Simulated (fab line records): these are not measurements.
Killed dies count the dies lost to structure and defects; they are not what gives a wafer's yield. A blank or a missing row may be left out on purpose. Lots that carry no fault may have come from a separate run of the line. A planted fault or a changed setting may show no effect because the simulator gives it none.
Check of tool commonality	flow berkeley_cmos170	Sample size 15 lots and 54 wafers

== WHAT PROMPTED THE OPENING ==
At UCB170_GATE_THK_MEAS_05 the reading GATE_POLY_THK is flagged on 3 of 15 lots. Wafers without a fault read 215.4 nm, standard deviation 1.8.
Rule: a lot is flagged in two cases, either no wafer of it has a number, or all its wafers with numbers fall more than 4 standard deviations from that mean. All remaining lots are regarded as sound.

lot	measured	on	GATE_POLY_THK (nm), wafer by wafer	flag
L536	day 6 20:07	film_metro-04	215.2 216.0 216.3	
L535	day 6 20:08	film_metro-02	214.3 215.9 216.0	
L539	day 7 07:35	film_metro-01	159.4 161.5 161.2 159.5 161.6 161.4	FLAGGED
L537	day 7 07:35	film_metro-02	162.6 164.1 162.0 162.4 164.1 162.1	FLAGGED
L538	day 7 07:36	film_metro-04	161.8 164.2 163.1 161.7 164.2 163.0	FLAGGED
L548	day 10 02:41	film_metro-02	215.8 214.7 211.4	
L550	day 10 02:41	film_metro-04	214.8 216.5 217.1	
L549	day 10 02:42	film_metro-01	213.8 211.8 216.3	
L551	day 10 21:05	film_metro-01	213.9 215.8 214.6	
L554	day 10 21:05	film_metro-04	217.1 216.0 217.9	
L555	day 11 07:34	film_metro-02	215.2 213.7 215.5	
L556	day 11 07:35	film_metro-01	215.3 215.0 215.8	
L552	day 11 07:38	film_metro-01	215.6 214.5 215.2	
L557	day 11 23:26	film_metro-01	219.6 218.8 218.4	
L558	day 11 23:26	film_metro-02	217.0 218.3 217.1	
On average the flagged lots' numbers are 162.2 nm, which is -53.2 nm against the usual, or -30 standard deviations.

== WHICH TOOL RAN EACH LOT ==
The record keeps 1 process step preceding the reading, out of 331 steps on the route. Every cell lists first the tool, next ch and the chambers used by the sampled wafers, and last the start.
lot	flag	UCB170_GATE_CVD_04
L536		lpcvd-02 ch 1, day 6 18:43
L535		lpcvd-02 ch 0, day 6 18:43
L539	FLAGGED	lpcvd-02 ch 1, day 7 06:11
L537	FLAGGED	lpcvd-02 ch 1, day 7 06:11
L538	FLAGGED	lpcvd-02 ch 1, day 7 06:11
L548		lpcvd-01 ch 0, day 10 01:17
L550		lpcvd-01 ch 1, day 10 01:17
L549		lpcvd-01 ch 0, day 10 01:17
L551		lpcvd-02 ch 1, day 10 19:40
L554		lpcvd-02 ch 0, day 10 19:40
L555		lpcvd-02 ch 1, day 11 06:10
L556		lpcvd-02 ch 0, day 11 06:10
L552		lpcvd-02 ch 1, day 11 06:10
L557		lpcvd-02 ch 1, day 11 22:02
L558		lpcvd-02 ch 1, day 11 22:02
What these steps do:
- UCB170_GATE_CVD_04: deposits poly-Si from SiH4, time 1440 s, target thk 214 nm.
- UCB170_GATE_THK_MEAS_05

== FLAGGED AGAINST TOTAL, ONE TOOL AT A TIME (gauges that did the reading follow at the end) ==
step	tool	lots run	flagged	share of the flagged lots	sound lots run after its first flagged lot
UCB170_GATE_CVD_04	lpcvd-01	3	0	none	-
UCB170_GATE_CVD_04	lpcvd-02	12	3	all	7 (L551,L554,L552,L555,L556,L557,L558)
UCB170_GATE_THK_MEAS_05	film_metro-01	6	1	some	5 (L549,L551,L556,L552,L557)
UCB170_GATE_THK_MEAS_05	film_metro-02	5	1	some	3 (L548,L555,L558)
UCB170_GATE_THK_MEAS_05	film_metro-04	4	1	some	2 (L550,L554)

== WHAT IS ALLOWED BY THE TABLE ==
In the table, 1 row covers all flagged lots: lpcvd-02 at UCB170_GATE_CVD_04.
- lpcvd-02 at UCB170_GATE_CVD_04: 3 of its 12 lots flagged. Sound lots ran on it after the first flagged one (L551, L554, L552, L555, L556, L557, L558), which a lasting fault on the whole tool wouldn't allow. Its own readings lie more than 4 standard deviations out on every wafer of the flagged lots: spike_tc_centre_C, spike_tc_source_C, susceptor_temp_C.
No row of the table ran every flagged lot and no sound lot after the first.

== WHAT THE SIMULATOR HAD INSERTED ==
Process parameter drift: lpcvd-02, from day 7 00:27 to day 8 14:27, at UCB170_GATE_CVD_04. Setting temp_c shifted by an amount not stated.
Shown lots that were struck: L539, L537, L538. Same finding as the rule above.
